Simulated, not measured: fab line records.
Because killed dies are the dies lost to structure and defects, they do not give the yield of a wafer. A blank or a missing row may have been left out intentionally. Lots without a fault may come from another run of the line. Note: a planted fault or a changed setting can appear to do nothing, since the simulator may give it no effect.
Matching of chambers :: flow berkeley_cmos170 :: UCB170_ACTIVE_ETCH_15 on rie_diel-03: 4 sister chambers
The step etches Si3N4 in CH3F/Ar/O2, stops on SiO2, target depth 242 nm, time 151 s. 4 wafers are shown with their chamber, then 7 later ones without.

== WAFERS PAIRED WITH THEIR CHAMBERS ==
wafer: L886.4
chamber: 2
throttle_valve_pct (%): 8.16

wafer: L886.5
chamber: 3
throttle_valve_pct (%): 8.23

wafer: L887.2
chamber: 1
throttle_valve_pct (%): 8.24

wafer: L887.4
chamber: 0
throttle_valve_pct (%): 7.87

== WAFERS WITHOUT THEIR CHAMBER ==
wafer: L887.5
throttle_valve_pct (%): 8.24

wafer: L891.2
throttle_valve_pct (%): 7.86

wafer: L891.5
throttle_valve_pct (%): 8.22

wafer: L891.6
throttle_valve_pct (%): 8.16

wafer: L898.2
throttle_valve_pct (%): 7.86

wafer: L898.4
throttle_valve_pct (%): 8.22

wafer: L898.5
throttle_valve_pct (%): 8.22

== EACH ONE'S CHAMBER ==
wafer: L887.5
from the rows above: can't be placed: 1 or 3
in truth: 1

wafer: L891.2
from the rows above: 0
in truth: 0

wafer: L891.5
from the rows above: can't be placed: 3 or 1
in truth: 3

wafer: L891.6
from the rows above: 2
in truth: 2

wafer: L898.2
from the rows above: 0
in truth: 0

wafer: L898.4
from the rows above: can't be placed: 3 or 1
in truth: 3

wafer: L898.5
from the rows above: can't be placed: 3 or 1
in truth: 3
Correctly placed: 3 of 7. Unplaceable from these rows: 4, with the true chamber sitting among the candidates in 4. Number placed wrongly: 0.
How it was worked out, from the rows above alone: a wafer's distance from a chamber is the root of the sum, over the readings, of the square of ((its reading less the chamber's mean) divided by the reading's scatter). If the next closest chamber is less than 2 further off than the closest, the wafer can't be placed; otherwise it belongs to the closest. Each chamber's mean is taken over the wafers shown for it. The scatter (one wafer shown for each chamber): square how far every hidden wafer sits from the nearest shown wafer, average those squares and take the square root.
